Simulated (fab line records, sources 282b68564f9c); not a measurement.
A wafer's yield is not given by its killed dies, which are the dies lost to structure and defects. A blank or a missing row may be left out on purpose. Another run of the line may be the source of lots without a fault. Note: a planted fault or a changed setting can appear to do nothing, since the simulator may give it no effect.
fab line records -- flow rit_cmos
[record] lots = 6, wafers = 18, last_day = 7
route steps=202 shown NSD@138 PSD@142 SDANNEAL@153 M1@202
lots that met no fault: from a run of the same line without faults
start_h: hours from the record's first day to the start of the lot's first wafer shown -- wait_h: hours elapsed since this lot's preceding step -- " as in the row above -- L1.1+2: a single row standing in for several wafers -- - no value, or no start was given -- * or withheld: withheld -- < > ~ a bound
route shown NAME@n: names a module that has steps shown in the file, with the first one's number in the route -- usual: average and standard deviation across the fault-free wafers -- same: alike in all rows -- chamber/n: place in a boat -- sites: the reading at each site -- _std_site: standard deviation of those values -- _edge_site: outer sites' mean less inner sites' -- radius_mm: how far each site lies from the wafer's centre -- mask NAME#n: copy n -- behind: tool/chamber where the wafer was last shaped -- hold: the reason the lot was held/the length of the hold in hours/how it ended -- device: transistor that didn't switch, given as n, p or np -- end of line: the same wafers' tests at the end of the route -- step lacking rows: just its recipe -- killed: dies lost to structure and defects at the first sort, not the wafer's yield -- map: per-die view of a wafer (x killed, . not killed, _ where there is no die)
set.NAME: the setting the step ran with; set.NAME@STEP: the setting that earlier step ran with -- model.NAME: the simulator's own value behind a step, which no gauge read
lots at selected steps of the route; one table per step, one row per wafer
services: a tool's chamber out of use, with start hour (start_h, from the record's first day; less than 0 if before it), hours out, and reason
[[steps]]
[step RIT_NSD_HARDBAKE_07]
[recipe] resist = NOVOLAK, temp_c = 140, time_s = 60
[step RIT_NSD_IMPLANT_08]
[recipe] species = P, energy_kev = 25, dose_cm2 = 1e+15, tilt_deg = 7
[step RIT_NSD_STRIP_09]
[recipe] chemistry = O2, time_s = 180, resist = NOVOLAK, platen_temp_c = withheld, power_w = 500, pressure_mtorr = 4000, o2_flow_sccm = 4000
[usual] drypump_motor_current_A = 5.39/0.21
lot.wafer,tool,chamber,start_h,wait_h,drypump_motor_current_A,rf_hours_counter_h
L311.4,plasma_asher-02,1,70.89,0.1,5.51,-
L311.5,plasma_asher-02,0,70.89,0.1,5.54,-
L311.6,plasma_asher-02,1,70.89,0.1,5.51,-
L318.1,plasma_asher-01,0,102.15,0.1,5.54,42
L318.5,plasma_asher-01,1,102.15,0.1,5.13,-
L318.6,plasma_asher-01,0,102.15,0.1,5.53,-
L319.2,plasma_asher-02,0,107.80,0.1,5.56,47
L319.4,plasma_asher-02,1,107.80,0.1,5.51,-
L319.6,plasma_asher-02,1,107.80,0.1,5.50,-
L321.1,plasma_asher-02,1,117.59,0.1,5.50,48
L321.4,plasma_asher-02,0,117.59,0.1,5.60,-
L321.5,plasma_asher-02,1,117.59,0.1,5.49,-
L327.2,plasma_asher-01,1,147.78,0.1,5.13,47
L327.4,plasma_asher-01,1,147.78,0.1,5.14,-
L327.5,plasma_asher-01,0,147.78,0.1,5.51,-
L328.1,plasma_asher-01,1,151.67,0.1,5.16,48
L328.3,plasma_asher-01,1,151.67,0.1,5.15,-
L328.5,plasma_asher-01,1,151.67,0.1,5.13,-
[step RIT_NSD_TW_MEAS_10]
[usual] NSD_TW = 3098/23
lot.wafer,tool,chamber,start_h,wait_h,NSD_TW
L311.4,film_metro-04,-,71.04,0.1,3064
L311.5,film_metro-04,-,71.04,0.1,3090
L311.6,film_metro-04,-,71.04,0.1,3076
L318.1,film_metro-04,-,102.33,0.1,3078
L318.5,film_metro-04,-,102.33,0.1,3087
L318.6,film_metro-04,-,102.33,0.1,3072
L319.2,film_metro-01,-,107.99,0.1,3105
L319.4,film_metro-01,-,107.99,0.1,3105
L319.6,film_metro-01,-,107.99,0.1,3101
L321.1,film_metro-01,-,117.76,0.1,3125
L321.4,film_metro-01,-,117.76,0.1,3103
L321.5,film_metro-01,-,117.76,0.1,3085
L327.2,film_metro-03,-,147.96,0.1,3111
L327.4,film_metro-03,-,147.96,0.1,3121
L327.5,film_metro-03,-,147.96,0.1,3111
L328.1,film_metro-03,-,151.84,0.1,3127
L328.3,film_metro-03,-,151.84,0.1,3116
L328.5,film_metro-03,-,151.84,0.1,3114
[step RIT_PSD_HMDS_00]
[recipe] prime_time_s = 60, prime_temp_c = 140
[step RIT_PSD_COAT_01]
[recipe] resist = NOVOLAK, spin_rpm = 3250, resist_thk_nm = 1000
[step RIT_PSD_SOFTBAKE_02]
[recipe] resist = NOVOLAK, temp_c = 90, time_s = 60
[step RIT_PSD_EXPOSE_03]
[recipe] mask_id = M10, na = 0.57, target_cd_nm = 40900, dose_mj = 250
[step RIT_PSD_PEB_04]
[recipe] resist = NOVOLAK, temp_c = withheld, time_s = withheld
[step RIT_PSD_DEVELOP_05]
[recipe] resist = NOVOLAK, develop_time_s = 50, dev_temp_c = 23
[step RIT_PSD_OVL_MEAS_06]
[usual] PSD_OVL = 0.3/1.2
lot.wafer,tool,chamber,start_h,wait_h,PSD_OVL[nm]
L311.4,overlay-01,-,72.28,-,0.1
L311.5,overlay-01,-,72.28,-,0.7
L311.6,overlay-01,-,72.28,-,0.2
L318.1,overlay-02,-,103.24,-,0.7
L318.5,overlay-02,-,103.24,-,1.9
L318.6,overlay-02,-,103.24,-,1.8
L319.2,overlay-01,-,109.03,-,-0.7
L319.4,overlay-01,-,109.03,-,0.4
L319.6,overlay-01,-,109.03,-,-1.6
L321.1,overlay-02,-,118.89,-,1.0
L321.4,overlay-02,-,118.89,-,1.0
L321.5,overlay-02,-,118.89,-,0.1
L327.2,overlay-02,-,148.87,-,0.5
L327.4,overlay-02,-,148.87,-,-0.3
L327.5,overlay-02,-,148.87,-,0.9
L328.1,overlay-01,-,152.88,-,0.8
L328.3,overlay-01,-,152.88,-,-0.1
L328.5,overlay-01,-,152.88,-,-0.2
[step RIT_PSD_HARDBAKE_07]
[recipe] resist = NOVOLAK, temp_c = 140, time_s = 60
[step RIT_PSD_IMPLANT_08]
[recipe] species = BF2, energy_kev = 27, dose_cm2 = 5e+15, tilt_deg = 7
[usual] beam_on_s = 13.2/1.1, dose_ions_cm2 = 5e+15/5.4e+12
lot.wafer,tool,chamber,start_h,wait_h,beam_on_s,dose_ions_cm2
L311.4,implanter-02,0,72.61,0.2,12.7,4.992e+15
L311.5,implanter-02,0,72.61,0.2,12.8,4.992e+15
L311.6,implanter-02,0,72.61,0.2,12.4,4.997e+15
L318.1,implanter-01,0,103.51,0.1,15.0,5.01e+15
L318.5,implanter-01,0,103.51,0.1,15.0,4.997e+15
L318.6,implanter-01,0,103.51,0.1,14.9,4.989e+15
L319.2,implanter-01,0,109.23,0.1,24.0,8.017e+15
L319.4,implanter-01,0,109.23,0.1,24.5,8.013e+15
L319.6,implanter-01,0,109.23,0.1,24.1,8.014e+15
L321.1,implanter-01,0,119.08,0.1,23.8,8.013e+15
L321.4,implanter-01,0,119.08,0.1,22.5,8.018e+15
L321.5,implanter-01,0,119.08,0.1,22.9,8.015e+15
L327.2,implanter-02,0,149.07,0.1,12.9,5.012e+15
L327.4,implanter-02,0,149.07,0.1,12.8,5.006e+15
L327.5,implanter-02,0,149.07,0.1,13.1,5.001e+15
L328.1,implanter-02,0,153.06,0.1,12.9,4.997e+15
L328.3,implanter-02,0,153.06,0.1,12.7,5e+15
L328.5,implanter-02,0,153.06,0.1,12.7,5.001e+15
[step RIT_PSD_STRIP_09]
[recipe] chemistry = O2, time_s = 180, resist = NOVOLAK, platen_temp_c = withheld, power_w = 500, pressure_mtorr = 4000, o2_flow_sccm = 4000
[usual] drypump_motor_current_A = 5.8/0.52
lot.wafer,tool,chamber,start_h,wait_h,drypump_motor_current_A,rf_hours_counter_h
L311.4,plasma_asher-01,0,72.82,0.2,5.5,-
L311.5,plasma_asher-01,1,72.82,0.2,5.1,-
L311.6,plasma_asher-01,0,72.82,0.2,5.5,-
L318.1,plasma_asher-02,1,103.66,0.1,5.5,46
L318.5,plasma_asher-02,0,103.66,0.1,5.6,-
L318.6,plasma_asher-02,1,103.66,0.1,5.5,-
L319.2,plasma_asher-02,1,109.36,0.1,5.5,47
L319.4,plasma_asher-02,1,109.36,0.1,5.5,-
L319.6,plasma_asher-02,0,109.36,0.1,5.5,-
L321.1,plasma_asher-03,0,119.23,0.1,5.9,0
L321.4,plasma_asher-03,1,119.23,0.1,6.7,-
L321.5,plasma_asher-03,0,119.23,0.1,5.9,-
L327.2,plasma_asher-02,1,149.20,0.1,5.5,52
L327.4,plasma_asher-02,1,149.20,0.1,5.5,-
L327.5,plasma_asher-02,0,149.20,0.1,5.6,-
L328.1,plasma_asher-02,1,153.21,0.1,5.5,52
L328.3,plasma_asher-02,1,153.21,0.1,5.5,-
L328.5,plasma_asher-02,1,153.21,0.1,5.5,-
[step RIT_PSD_TW_MEAS_10]
[usual] PSD_TW = 3409/24
lot.wafer,tool,chamber,start_h,wait_h,PSD_TW
L311.4,film_metro-03,-,72.96,0.1,3381
L311.5,film_metro-03,-,72.96,0.1,3359
L311.6,film_metro-03,-,72.96,0.1,3368
L318.1,film_metro-01,-,103.83,0.1,3399
L318.5,film_metro-01,-,103.83,0.1,3401
L318.6,film_metro-01,-,103.83,0.1,3397
L319.2,film_metro-03,-,109.54,0.1,3566
L319.4,film_metro-03,-,109.54,0.1,3530
L319.6,film_metro-03,-,109.54,0.1,3546
L321.1,film_metro-01,-,119.40,0.1,3541
L321.4,film_metro-01,-,119.40,0.1,3514
L321.5,film_metro-01,-,119.40,0.1,3538
L327.2,film_metro-04,-,149.38,0.1,3396
L327.4,film_metro-04,-,149.38,0.1,3402
L327.5,film_metro-04,-,149.38,0.1,3394
L328.1,film_metro-03,-,153.39,0.1,3423
L328.3,film_metro-03,-,153.39,0.1,3424
L328.5,film_metro-03,-,153.39,0.1,3429
[step RIT_SDANNEAL_CLEAN_00]
[recipe] chemistry = SC1, mix = 3:3:50, time_s = 600, temp_c = 75
[step RIT_SDANNEAL_CLEAN_01]
[recipe] chemistry = dHF, dilution = 50:1, time_s = 30
[step RIT_SDANNEAL_CLEAN_02]
[recipe] chemistry = SC2, mix = 3:3:50, time_s = 600, temp_c = 75, dry = n2_spin
[step RIT_SDANNEAL_RTA_03]
[recipe] temp_c = 1050, time_s = 5, idle_temp_c = 600, ramp_up_c_per_s = 342, ramp_down_c_per_s = 171, cool_to_c = 600, ambient = N2
[usual] wafer_temp_C_max = 1053.5/1.1
lot.wafer,tool,chamber,start_h,wait_h,wafer_temp_C_max
L311.4,rtp_anneal-02,0,73.42,0.0,1053.7
L311.5,rtp_anneal-02,0,73.42,0.0,1053.6
L311.6,rtp_anneal-02,0,73.42,0.0,1053.0
L318.1,rtp_anneal-02,0,104.26,0.0,1052.7
L318.5,rtp_anneal-02,0,104.26,0.0,1055.8
L318.6,rtp_anneal-02,0,104.26,0.0,1056.2
L319.2,rtp_anneal-02,0,110.04,0.0,1054.0
L319.4,rtp_anneal-02,0,110.04,0.0,1053.0
L319.6,rtp_anneal-02,0,110.04,0.0,1053.5
L321.1,rtp_anneal-02,0,119.86,0.0,1054.6
L321.4,rtp_anneal-02,0,119.86,0.0,1052.6
L321.5,rtp_anneal-02,0,119.86,0.0,1052.0
L327.2,rtp_anneal-02,0,149.82,0.0,1053.3
L327.4,rtp_anneal-02,0,149.82,0.0,1052.2
L327.5,rtp_anneal-02,0,149.82,0.0,1053.7
L328.1,rtp_anneal-01,0,153.83,0.0,1053.9
L328.3,rtp_anneal-01,0,153.83,0.0,1054.9
L328.5,rtp_anneal-01,0,153.83,0.0,1052.9
[step RIT_SDANNEAL_RS_MEAS_04]
[recipe] thk_meas_gauge = four-point-probe
[usual] PSD_RS = 115.9/0.34
lot.wafer,tool,chamber,start_h,wait_h,PSD_RS[ohm/sq]
L311.4,film_metro-04,-,73.51,0.1,115.9
L311.5,film_metro-04,-,73.51,0.1,115.6
L311.6,film_metro-04,-,73.51,0.1,116.0
L318.1,film_metro-04,-,104.32,0.0,115.8
L318.5,film_metro-04,-,104.32,0.0,115.8
L318.6,film_metro-04,-,104.32,0.0,115.5
L319.2,film_metro-03,-,110.10,0.1,109.7
L319.4,film_metro-03,-,110.10,0.1,110.4
L319.6,film_metro-03,-,110.10,0.1,110.0
L321.1,film_metro-04,-,119.92,0.0,110.0
L321.4,film_metro-04,-,119.92,0.0,110.4
L321.5,film_metro-04,-,119.92,0.0,110.1
L327.2,film_metro-04,-,149.89,0.1,116.0
L327.4,film_metro-04,-,149.89,0.1,116.2
L327.5,film_metro-04,-,149.89,0.1,116.4
L328.1,film_metro-03,-,153.89,0.0,115.8
L328.3,film_metro-03,-,153.89,0.0,115.7
L328.5,film_metro-03,-,153.89,0.0,115.4
[step RIT_SDANNEAL_RS_MEAS_05]
[recipe] thk_meas_gauge = four-point-probe
[usual] NSD_RS = 84.57/0.3
lot.wafer,tool,chamber,start_h,wait_h,NSD_RS[ohm/sq]
L311.4,film_metro-04,-,73.63,0.1,84.48
L311.5,film_metro-04,-,73.63,0.1,84.60
L311.6,film_metro-04,-,73.63,0.1,84.65
L318.1,film_metro-04,-,104.44,0.1,84.08
L318.5,film_metro-04,-,104.44,0.1,83.94
L318.6,film_metro-04,-,104.44,0.1,83.94
L319.2,film_metro-03,-,110.22,0.1,85.00
L319.4,film_metro-03,-,110.22,0.1,84.74
L319.6,film_metro-03,-,110.22,0.1,84.95
L321.1,film_metro-04,-,120.04,0.1,84.10
L321.4,film_metro-04,-,120.04,0.1,84.33
L321.5,film_metro-04,-,120.04,0.1,84.45
L327.2,film_metro-04,-,150.01,0.1,84.53
L327.4,film_metro-04,-,150.01,0.1,84.75
L327.5,film_metro-04,-,150.01,0.1,84.43
L328.1,film_metro-03,-,154.01,0.1,84.67
L328.3,film_metro-03,-,154.01,0.1,84.75
L328.5,film_metro-03,-,154.01,0.1,84.97
[step RIT_M1_PROBE_99]
[usual] killed_at_contacts = 0.0/0.18, killed_at_front_end = 7/3, killed_dies = 7/3, killed_open = 3.6/1.9, killed_short = 3.2/1.8
[same] gross_dies = 264, killed_at_M0_to_M3 = 0, killed_at_M4_up = 0, killed_at_back_side = 0, killed_at_other = 0
lot.wafer,tool,chamber,start_h,wait_h,killed_at_contacts,killed_at_front_end,killed_dies,killed_open,killed_short
L311.4,prober-01,-,81.00,0.2,0,8,8,2,6
L311.5,prober-01,-,81.05,0.2,0,10,10,5,5
L311.6,prober-01,-,81.10,0.2,0,9,9,4,5
L319.2,prober-01,-,117.53,0.1,0,5,5,3,2
L319.4,prober-01,-,117.63,0.2,0,7,7,5,2
L319.6,prober-01,-,117.73,0.2,1,6,7,2,5
L321.1,prober-01,-,127.58,0.1,0,11,11,7,4
L321.4,prober-01,-,127.73,0.2,0,7,7,4,3
L321.5,prober-01,-,127.78,0.2,0,12,12,7,5
// killed by level:class
L311.4 GATE:geometric_particle:short=5 FOX1:geometric_particle:short=1 FOX2:geometric_particle:open=1 GATE:geometric_particle:open=1
L311.5 SILICIDE:geometric_particle:short=3 FOX1:geometric_particle:open=2 REOX:geometric_particle:short=2 REOX:geometric_particle:open=2 GATE:geometric_particle:open=1
L311.6 FOX1:geometric_particle:open=2 REOX:geometric_particle:open=2 REOX:geometric_particle:short=2 FOX2:geometric_particle:short=1 GATE:geometric_particle:short=1 SPACER:geometric_particle:short=1
L319.2 GATE:geometric_particle:short=2 GATE:geometric_particle:open=2 SPACER:geometric_particle:open=1
L319.4 FOX1:geometric_particle:open=2 GATE:geometric_particle:open=2 FOX1:geometric_particle:short=1 GATE:geometric_particle:short=1 SPACER:geometric_particle:open=1
L319.6 GATE:geometric_particle:short=2 SILICIDE:geometric_particle:open=2 SPACER:geometric_particle:short=1 SILICIDE:geometric_particle:short=1 CONTACT:geometric_particle:short=1
L321.1 GATE:geometric_particle:open=5 REOX:geometric_particle:open=2 REOX:geometric_particle:short=2 GATE:geometric_particle:short=1 SPACER:geometric_particle:short=1
L321.4 GATE:geometric_particle:short=2 GATE:geometric_particle:open=2 FOX1:geometric_particle:short=1 REOX:geometric_particle:open=1 SPACER:geometric_particle:open=1
L321.5 GATE:geometric_particle:open=3 REOX:geometric_particle:open=3 REOX:geometric_particle:short=3 FOX1:geometric_particle:short=1 SILICIDE:geometric_particle:open=1 SILICIDE:geometric_particle:short=1
[[services]]
tool,chamber,start_h,hours,kind
implanter-01,-,49.99,3.0,repair
implanter-02,-,51.63,2.8,repair
plasma_asher-03,-,108.75,9.0,pm
plasma_asher-03,0,108.75,9.0,vent_cycle
plasma_asher-03,1,108.75,9.0,vent_cycle
plasma_asher-03,0,117.75,-,clean
plasma_asher-03,1,117.75,-,clean
[[key]]
[first_sign] step = RIT_PSD_IMPLANT_08, reading = dose_ions_cm2, direction = up, sigmas = 99+, usual = 5e+15, struck = 8.015e+15
[effect] step = RIT_PSD_IMPLANT_08, reading = beam_on_s, direction = up, sigmas = 9.8, usual = 13.2, struck = 23.6
[effect] step = RIT_PSD_TW_MEAS_10, reading = PSD_TW, direction = up, sigmas = 5.5, usual = 3409, struck = 3539
[effect] step = RIT_SDANNEAL_RS_MEAS_04, reading = PSD_RS, direction = down, sigmas = 17, usual = 115.9, struck = 110.1
met_at RIT_PSD_IMPLANT_08
struck_wafers L319.2,L319.4,L319.6,L321.1,L321.4,L321.5
tester_left_out L319,L321
onset_between 103.51 109.23
[fault] kind = process_parameter_drift, tool = implanter-01, chamber = -, onset_h = 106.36, steps = RIT_PSD_IMPLANT_08, channel = dose_cm2, offset = 3.016e+15, shape = step, end_h = 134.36, acts_in = these_recipes_only, stated = 5e+15
// tester_left_out: of these lots the tester's yield and bins aren't shown, on N5 and GAA mostly nor the transistor test; their killed dies are dies lost to structure and defects alone, not to doping, threshold or leakage, so they don't give the yield
